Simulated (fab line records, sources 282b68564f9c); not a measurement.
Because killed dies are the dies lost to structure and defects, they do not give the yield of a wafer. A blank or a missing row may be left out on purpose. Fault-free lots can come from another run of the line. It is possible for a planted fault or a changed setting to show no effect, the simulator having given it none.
fab line records ; flow ritCmos
record lots=14; wafers=42; lastDay=8
route steps=202 shown ACTIVE@5 NWELL@37 GATE@81 M1@202
lots that met no fault: from a run of the same line without faults
startH: hours from the record's opening day to when the first of the lot's shown wafers began ; waitH: hours from the lot's prior step to this one ; " as in the row above ; L1.1+2: one row covering several wafers at once ; - no value present, or no start provided ; * or withheld: withheld ; < > ~ a bound
route shown NAME@n: a module of which the file shows steps, and the number in the route of the first ; usual: mean/standard deviation of fault-free wafers ; same: alike in all rows ; chamber/n: place in a boat ; sites: the reading at each site ; _std_site: the standard deviation of these ; _edge_site: mean of outer sites minus mean of inner sites ; radiusMm: how far each site lies from the wafer's centre ; mask NAME#n: copy n ; behind: tool/chamber where the wafer was last shaped ; hold: why the lot was held/for how many hours/how that ended ; device: whichever transistor did not switch (one of n, p or np) ; end of line: tests run on the same wafers once the route is complete ; where a step has no rows: the recipe by itself ; killed: the dies lost at the first sort to structure and to defects; this is not the yield of the wafer ; map: dies across one wafer; x = killed, . = not, _ = none there
set.NAME: the run value of the setting; set.NAME@STEP: its run value at that earlier step ; model.NAME: the simulator's own value behind a step, which no gauge read
one table for each step of the route and one row for each wafer, over a sample of lots
services: when a tool's chamber went out of use (startH, in hours from the record's first day, below 0 if earlier), for how many hours, and the reason
## steps
# step RIT_ACTIVE_THK_MEAS_04
# recipe reads=Si3N4_of_ACTIVE_CVD_03
# usual ACTIVE_NITRIDE_THK=149.6/1.5
lot.wafer;tool;chamber;startH;waitH;ACTIVE_NITRIDE_THK[nm]
L348.1;filmMetro-02;-;14.07;0.0;151.9
L348.4;filmMetro-02;-;14.07;0.0;150.9
L348.6;filmMetro-02;-;14.07;0.0;151.5
L349.2;filmMetro-03;-;19.63;0.0;150.8
L349.4;filmMetro-03;-;19.63;0.0;150.0
L349.6;filmMetro-03;-;19.63;0.0;150.4
L350.1;filmMetro-03;-;24.30;0.0;148.4
L350.5;filmMetro-03;-;24.30;0.0;148.6
L350.6;filmMetro-03;-;24.30;0.0;149.5
L352.1;filmMetro-02;-;34.95;0.0;149.0
L352.2;filmMetro-02;-;34.95;0.0;148.9
L352.6;filmMetro-02;-;34.95;0.0;149.7
L353.2;filmMetro-01;-;38.54;0.0;151.2
L353.5;filmMetro-01;-;38.54;0.0;150.7
L353.6;filmMetro-01;-;38.54;0.0;151.3
L356.3;filmMetro-02;-;54.43;0.0;148.4
L356.4;filmMetro-02;-;54.43;0.0;150.5
L356.5;filmMetro-02;-;54.43;0.0;149.4
L357.1;filmMetro-03;-;61.48;0.0;148.6
L357.2;filmMetro-03;-;61.48;0.0;147.9
L357.4;filmMetro-03;-;61.48;0.0;148.5
L359.1;filmMetro-01;-;68.56;0.0;151.5
L359.4;filmMetro-01;-;68.56;0.0;152.9
L359.5;filmMetro-01;-;68.56;0.0;151.5
L361.1;filmMetro-02;-;78.53;0.0;149.7
L361.4;filmMetro-02;-;78.53;0.0;148.5
L361.5;filmMetro-02;-;78.53;0.0;149.2
L362.2;filmMetro-03;-;84.10;0.0;149.9
L362.5;filmMetro-03;-;84.10;0.0;148.7
L362.6;filmMetro-03;-;84.10;0.0;149.3
L363.3;filmMetro-03;-;88.55;0.0;147.1
L363.4;filmMetro-03;-;88.55;0.0;145.5
L363.5;filmMetro-03;-;88.55;0.0;147.6
L367.3;filmMetro-03;-;108.55;0.0;148.4
L367.5;filmMetro-03;-;108.55;0.0;150.1
L367.6;filmMetro-03;-;108.55;0.0;148.2
L368.2;filmMetro-02;-;115.42;0.0;148.7
L368.3;filmMetro-02;-;115.42;0.0;148.8
L368.5;filmMetro-02;-;115.42;0.0;149.6
L371.3;filmMetro-03;-;129.74;0.0;149.8
L371.4;filmMetro-03;-;129.74;0.0;149.0
L371.6;filmMetro-03;-;129.74;0.0;148.6
# step RIT_ACTIVE_ETCH_13
# recipe stopOn=SiO2; chemistry=SF6; target=Si3N4; timeS=210; overEtchFrac=0.4; SF6_flow_sccm=200; pressureMtorr=260; rfW=125; targetDepthA=2100
# usual drypumpMotorCurrentA=5.6/0.5; oesProductAu=0.822/0.011; throttleValvePct=7.47/0.14
lot.wafer;tool;chamber;startH;waitH;drypumpMotorCurrentA;oesProductAu;rfHoursCounterH;throttleValvePct
L348.1;rieDiel-04;2;15.37;0.1;5.6;0.823;159;7.53
L348.4;rieDiel-04;3;15.37;0.1;6.5;0.833;72;7.42
L348.6;rieDiel-04;1;15.37;0.1;4.8;0.828;-;7.46
L349.2;rieDiel-02;0;20.80;0.1;5.7;0.822;169;7.67
L349.4;rieDiel-02;3;20.80;0.1;5.4;0.838;90;7.58
L349.6;rieDiel-02;1;20.80;0.1;5.5;0.841;-;7.60
L350.1;rieDiel-03;0;25.61;0.1;6.1;0.822;151;7.58
L350.5;rieDiel-03;1;25.61;0.1;5.5;0.810;-;7.61
L350.6;rieDiel-03;0;25.61;0.1;6.1;0.815;-;7.61
L352.1;rieDiel-04;2;36.69;0.1;5.6;0.806;160;7.54
L352.2;rieDiel-04;3;36.69;0.1;6.6;0.837;72;7.44
L352.6;rieDiel-04;0;36.69;0.1;5.5;0.826;-;7.31
L353.2;rieDiel-03;0;39.71;0.1;6.1;0.833;151;7.60
L353.5;rieDiel-03;2;39.71;0.1;5.1;0.824;-;7.45
L353.6;rieDiel-03;3;39.71;0.1;5.6;0.824;-;7.20
L356.3;rieDiel-03;0;55.59;0.1;6.1;0.811;151;7.59
L356.4;rieDiel-03;1;55.59;0.1;5.5;0.807;63;7.61
L356.5;rieDiel-03;0;55.59;0.1;6.1;0.816;-;7.59
L357.1;rieDiel-03;3;62.79;0.1;5.6;0.822;54;7.20
L357.2;rieDiel-03;0;62.79;0.1;6.1;0.814;151;7.60
L357.4;rieDiel-03;1;62.79;0.1;5.4;0.807;63;7.61
L359.1;rieDiel-03;0;69.89;0.1;6.1;0.821;151;7.59
L359.4;rieDiel-03;1;69.89;0.1;5.5;0.819;63;7.61
L359.5;rieDiel-03;3;69.89;0.1;5.6;0.829;-;7.22
L361.1;rieDiel-04;1;79.90;0.1;4.9;0.832;3;7.47
L361.4;rieDiel-04;2;79.90;0.1;5.6;0.805;161;7.52
L361.5;rieDiel-04;3;79.90;0.1;6.6;0.828;-;7.42
L362.2;rieDiel-04;3;85.40;0.1;6.6;0.833;73;7.43
L362.5;rieDiel-04;0;85.40;0.1;5.5;0.807;-;7.30
L362.6;rieDiel-04;3;85.40;0.1;6.6;0.824;-;7.42
L363.3;rieDiel-02;1;89.83;0.1;5.5;0.828;54;7.62
L363.4;rieDiel-02;2;89.83;0.1;6.6;0.837;159;7.63
L363.5;rieDiel-02;3;89.83;0.1;5.4;0.834;-;7.60
L367.3;rieDiel-04;1;109.83;0.1;4.9;0.826;4;7.47
L367.5;rieDiel-04;3;109.83;0.1;6.6;0.831;-;7.42
L367.6;rieDiel-04;1;109.83;0.1;4.8;0.819;-;7.45
L368.2;rieDiel-03;0;116.59;0.1;6.1;0.814;152;7.59
L368.3;rieDiel-03;3;116.59;0.1;5.6;0.819;55;7.20
L368.5;rieDiel-03;2;116.59;0.1;5.2;0.828;-;7.43
L371.3;rieDiel-04;3;130.96;0.1;6.5;0.831;-;7.43
L371.4;rieDiel-04;0;130.96;0.1;5.5;0.821;-;7.31
L371.6;rieDiel-04;0;130.96;0.1;5.5;0.819;-;7.31
# step RIT_NWELL_STRIP_09
# recipe chemistry=O2; timeS=180; resist=NOVOLAK; platenTempC=withheld; powerW=500; pressureMtorr=4000; o2FlowSccm=4000
# usual drypumpMotorCurrentA=5.71/0.28
lot.wafer;tool;chamber;startH;waitH;drypumpMotorCurrentA;rfHoursCounterH
L348.1;plasmaAsher-01;0;22.05;0.1;5.62;20
L348.4;plasmaAsher-01;1;22.05;0.1;5.67;-
L348.6;plasmaAsher-01;1;22.05;0.1;5.67;-
L349.2;plasmaAsher-01;1;26.84;0.1;5.62;20
L349.4;plasmaAsher-01;0;26.84;0.1;5.62;-
L349.6;plasmaAsher-01;0;26.84;0.1;5.61;-
L350.1;plasmaAsher-01;0;33.35;0.1;5.63;21
L350.5;plasmaAsher-01;1;33.35;0.1;5.70;-
L350.6;plasmaAsher-01;0;33.35;0.1;5.63;-
L352.1;plasmaAsher-02;0;44.13;0.1;6.06;41
L352.2;plasmaAsher-02;1;44.13;0.1;5.24;41
L352.6;plasmaAsher-02;0;44.13;0.1;6.07;-
L353.2;plasmaAsher-01;1;47.68;0.1;5.69;23
L353.5;plasmaAsher-01;1;47.68;0.1;5.67;-
L353.6;plasmaAsher-01;0;47.68;0.1;5.64;-
L356.3;plasmaAsher-02;0;65.03;0.1;6.07;-
L356.4;plasmaAsher-02;1;65.03;0.1;5.22;-
L356.5;plasmaAsher-02;1;65.03;0.1;5.25;-
L357.1;plasmaAsher-02;1;68.66;0.1;5.27;44
L357.2;plasmaAsher-02;0;68.66;0.1;6.05;44
L357.4;plasmaAsher-02;0;68.66;0.1;6.05;-
L359.1;plasmaAsher-02;1;77.22;0.1;5.25;44
L359.4;plasmaAsher-02;0;77.22;0.1;6.05;-
L359.5;plasmaAsher-02;1;77.22;0.1;5.24;-
L361.1;plasmaAsher-03;0;87.40;0.1;6.04;44
L361.4;plasmaAsher-03;1;87.40;0.1;5.65;-
L361.5;plasmaAsher-03;1;87.40;0.1;5.66;-
L362.2;plasmaAsher-01;1;91.98;0.1;5.62;27
L362.5;plasmaAsher-01;1;91.98;0.1;5.63;-
L362.6;plasmaAsher-01;0;91.98;0.1;5.64;-
L363.3;plasmaAsher-03;1;103.40;0.1;5.64;-
L363.4;plasmaAsher-03;0;103.40;0.1;6.10;-
L363.5;plasmaAsher-03;0;103.40;0.1;6.05;-
L367.3;plasmaAsher-01;1;119.73;0.1;5.67;-
L367.5;plasmaAsher-01;1;119.73;0.1;5.65;-
L367.6;plasmaAsher-01;0;119.73;0.1;5.63;-
L368.2;plasmaAsher-01;0;124.82;0.1;5.65;31
L368.3;plasmaAsher-01;1;124.82;0.1;5.65;-
L368.5;plasmaAsher-01;1;124.82;0.1;5.64;-
L371.3;plasmaAsher-01;0;140.05;0.1;5.61;-
L371.4;plasmaAsher-01;1;140.05;0.1;5.66;-
L371.6;plasmaAsher-01;1;140.05;0.1;5.66;-
# step RIT_GATE_OXIDATION_05
# recipe tempC=900; ambient=O2; targetThkA=30; oxTimeS=270
# usual spikeTcLoadC=923.5/2.6; zonePowerCentrePct=39.9/2.2
lot.wafer;tool;chamber;startH;waitH;spikeTcLoadC;zonePowerCentrePct
L348.1;furnace-03;0;33.99;0.5;926.7;41.4
L348.4;furnace-03;0;33.99;0.5;925.7;42.7
L348.6;furnace-03;0;33.99;0.5;928.0;42.2
L349.2;furnace-03;0;38.83;0.6;925.9;42.0
L349.4;furnace-03;0;38.83;0.6;927.1;42.7
L349.6;furnace-03;0;38.83;0.6;926.4;41.7
L350.1;furnace-04;0;44.29;0.1;923.8;40.0
L350.5;furnace-04;0;44.29;0.1;921.0;39.7
L350.6;furnace-04;0;44.29;0.1;921.2;38.9
L352.1;furnace-04;0;57.00;2.1;921.2;39.6
L352.2;furnace-04;0;57.00;2.1;920.4;40.0
L352.6;furnace-04;0;57.00;2.1;920.8;40.0
L353.2;furnace-03;0;60.08;0.4;927.4;41.7
L353.5;furnace-03;0;60.08;0.4;925.0;41.3
L353.6;furnace-03;0;60.08;0.4;925.8;41.8
L356.3;furnace-03;0;77.05;1.1;926.2;41.7
L356.4;furnace-03;0;77.05;1.1;926.0;41.8
L356.5;furnace-03;0;77.05;1.1;925.8;42.0
L357.1;furnace-04;0;82.61;1.9;921.9;39.8
L357.2;furnace-04;0;82.61;1.9;921.9;39.3
L357.4;furnace-04;0;82.61;1.9;921.1;39.3
L359.1;furnace-03;0;89.98;1.5;924.4;42.0
L359.4;furnace-03;0;89.98;1.5;926.8;41.8
L359.5;furnace-03;0;89.98;1.5;926.5;41.2
L361.1;furnace-04;0;103.22;2.6;921.3;39.9
L361.4;furnace-04;0;103.22;2.6;920.4;39.2
L361.5;furnace-04;0;103.22;2.6;921.1;39.3
L362.2;furnace-04;0;107.19;0.0;922.3;39.8
L362.5;furnace-04;0;107.19;0.0;921.3;39.1
L362.6;furnace-04;0;107.19;0.0;921.0;39.4
L363.3;furnace-03;0;116.99;1.9;926.7;42.4
L363.4;furnace-03;0;116.99;1.9;925.5;42.1
L363.5;furnace-03;0;116.99;1.9;925.8;42.5
L367.3;furnace-04;0;133.65;2.1;921.9;38.6
L367.5;furnace-04;0;133.65;2.1;922.2;39.5
L367.6;furnace-04;0;133.65;2.1;919.7;39.5
L368.2;furnace-04;0;137.56;0.3;921.9;39.5
L368.3;furnace-04;0;137.56;0.3;919.2;39.3
L368.5;furnace-04;0;137.56;0.3;919.8;39.4
L371.3;furnace-03;0;152.01;0.2;927.2;41.8
L371.4;furnace-03;0;152.01;0.2;924.5;42.0
L371.6;furnace-03;0;152.01;0.2;927.0;41.5
# step RIT_GATE_THK_MEAS_07
# recipe reads=SiO2_of_GATE_OXIDATION_05
# usual GATE_OXIDE_THK=2.99/0.068
lot.wafer;tool;chamber;startH;waitH;GATE_OXIDE_THK[nm]
L348.1;filmMetro-02;-;35.31;0.0;3.00
L348.4;filmMetro-02;-;35.31;0.0;2.98
L348.6;filmMetro-02;-;35.31;0.0;3.10
L349.2;filmMetro-04;-;41.91;0.0;3.02
L349.4;filmMetro-04;-;41.91;0.0;2.98
L349.6;filmMetro-04;-;41.91;0.0;3.08
L350.1;filmMetro-04;-;45.61;0.0;3.01
L350.5;filmMetro-04;-;45.61;0.0;2.96
L350.6;filmMetro-04;-;45.61;0.0;3.01
L352.1;filmMetro-04;-;60.08;0.0;2.95
L352.2;filmMetro-04;-;60.08;0.0;3.00
L352.6;filmMetro-04;-;60.08;0.0;3.01
L353.2;filmMetro-01;-;61.42;0.0;3.01
L353.5;filmMetro-01;-;61.42;0.0;2.96
L353.6;filmMetro-01;-;61.42;0.0;3.05
L356.3;filmMetro-04;-;78.40;0.0;3.05
L356.4;filmMetro-04;-;78.40;0.0;2.99
L356.5;filmMetro-04;-;78.40;0.0;2.96
L357.1;filmMetro-04;-;84.46;0.0;3.11
L357.2;filmMetro-04;-;84.46;0.0;3.09
L357.4;filmMetro-04;-;84.46;0.0;3.08
L359.1;filmMetro-04;-;98.22;0.0;2.92
L359.4;filmMetro-04;-;98.22;0.0;2.96
L359.5;filmMetro-04;-;98.22;0.0;2.91
L361.1;filmMetro-02;-;104.55;0.0;3.00
L361.4;filmMetro-02;-;104.55;0.0;3.05
L361.5;filmMetro-02;-;104.55;0.0;3.07
L362.2;filmMetro-01;-;110.69;0.0;3.07
L362.5;filmMetro-01;-;110.69;0.0;3.11
L362.6;filmMetro-01;-;110.69;0.0;3.05
L363.3;filmMetro-04;-;119.99;0.0;2.91
L363.4;filmMetro-04;-;119.99;0.0;2.95
L363.5;filmMetro-04;-;119.99;0.0;2.99
L367.3;filmMetro-04;-;135.16;0.0;3.22
L367.5;filmMetro-04;-;135.16;0.0;3.28
L367.6;filmMetro-04;-;135.16;0.0;3.30
L368.2;filmMetro-04;-;138.89;0.0;3.30
L368.3;filmMetro-04;-;138.89;0.0;3.28
L368.5;filmMetro-04;-;138.89;0.0;3.25
L371.3;filmMetro-04;-;154.66;0.0;3.00
L371.4;filmMetro-04;-;154.66;0.0;3.07
L371.6;filmMetro-04;-;154.66;0.0;3.10
# step RIT_M1_PROBE_99
# usual killed_at_M0_to_M3=0.0/0.083; killedAtContacts=0.1/0.23; killedAtFrontEnd=7/3.1; killedDies=7/3.1; killedOpen=3.3/2; killedShort=3.6/1.9
# same grossDies=264; killed_at_M4_up=0; killedAtBackSide=0; killedAtOther=0
lot.wafer;tool;chamber;startH;waitH;killed_at_M0_to_M3;killedAtContacts;killedAtFrontEnd;killedDies;killedOpen;killedShort
L361.1;prober-01;-;129.38;0.1;0;0;6;6;2;4
L361.4;prober-01;-;129.53;0.2;0;0;6;6;4;2
L361.5;prober-01;-;129.58;0.2;0;0;3;3;1;2
L363.3;prober-01;-;144.35;0.2;0;0;4;4;2;2
L363.4;prober-01;-;144.40;0.2;0;0;6;6;3;3
L363.5;prober-01;-;144.45;0.2;0;0;3;3;0;3
L368.2;prober-02;-;163.89;0.1;0;0;6;6;4;2
L368.3;prober-02;-;163.94;0.2;0;0;9;9;4;5
L368.5;prober-02;-;164.04;0.2;0;0;8;8;2;6
# killed by level:class
L361.1 REOX:geometricParticle:short=2 FOX1:geometricParticle:short=1 FOX2:geometricParticle:short=1 FOX2:geometricParticle:open=1 REOX:geometricParticle:open=1
L361.4 GATE:geometricParticle:open=4 GATE:geometricParticle:short=2
L361.5 FOX2:geometricParticle:short=2 GATE:geometricParticle:open=1
L363.3 GATE:geometricParticle:open=2 SPACER:geometricParticle:short=2
L363.4 GATE:geometricParticle:open=3 GATE:geometricParticle:short=2 FOX1:geometricParticle:short=1
L363.5 FOX2:geometricParticle:short=1 GATE:geometricParticle:short=1 SPACER:geometricParticle:short=1
L368.2 FOX1:geometricParticle:open=2 FOX2:geometricParticle:open=1 GATE:geometricParticle:short=1 GATE:geometricParticle:open=1 REOX:geometricParticle:short=1
L368.3 FOX2:geometricParticle:short=2 GATE:geometricParticle:open=2 FOX1:geometricParticle:open=1 FOX1:geometricParticle:short=1 FOX2:geometricParticle:open=1 GATE:geometricParticle:short=1 SILICIDE:geometricParticle:short=1
L368.5 REOX:geometricParticle:short=3 FOX2:geometricParticle:short=2 FOX1:geometricParticle:short=1 GATE:geometricParticle:open=1 SILICIDE:geometricParticle:open=1
## services
tool;chamber;startH;hours;kind
plasmaAsher-03;-;-5.15;1.1;repair
furnace-04;-;-1.18;3.2;pm
rieDiel-03;1;0.23;5.1;repair
rieDiel-03;3;1.76;6.3;repair
plasmaAsher-01;-;5.06;2.8;pm
rieDiel-04;3;17.71;13.5;repair
plasmaAsher-03;-;18.98;5.8;repair
plasmaAsher-01;-;50.84;2.4;repair
rieDiel-04;1;57.95;8.6;repair
rieDiel-04;3;64.58;5.8;repair
rieDiel-02;1;77.89;7.6;repair
rieDiel-04;0;86.34;29.9;repair
furnace-04;-;89.52;10.4;pm
plasmaAsher-03;-;92.75;3.4;repair
rieDiel-03;0;94.63;17.8;repair
plasmaAsher-01;-;102.78;0.8;repair
rieDiel-04;-;105.57;2.8;pm
plasmaAsher-02;-;108.75;9.0;pm
rieDiel-03;2;123.99;8.1;repair
rieDiel-04;1;130.67;16.5;repair
rieDiel-02;1;136.15;6.4;repair
furnace-04;-;144.13;2.9;pm
rieDiel-04;-;146.99;1.3;repair
plasmaAsher-03;-;150.50;1.7;repair
## key
firstSign step=RIT_GATE_THK_MEAS_07; reading=GATE_OXIDE_THK; direction=up; sigmas=4.1; usual=2.99; struck=3.27
effect none on later readings
metAt RIT_GATE_OXIDATION_05
struckLots L367,L368
testerLeftOut L367,L368
notActingAt RIT_ACTIVE_THK_MEAS_04,RIT_ACTIVE_ETCH_13,RIT_NWELL_STRIP_09
onsetBetween 107.19 133.65
fault kind=processParameterDrift; tool=furnace-04; chamber=-; onsetH=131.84; steps=RIT_GATE_OXIDATION_05; channel=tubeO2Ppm; offset=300; shape=step; endH=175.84
# testerLeftOut: of these lots the tester's yield and bins aren't shown, on N5 and GAA mostly nor the transistor test; their killed dies are dies lost to structure and defects alone, not to doping, threshold or leakage, so they don't give the yield
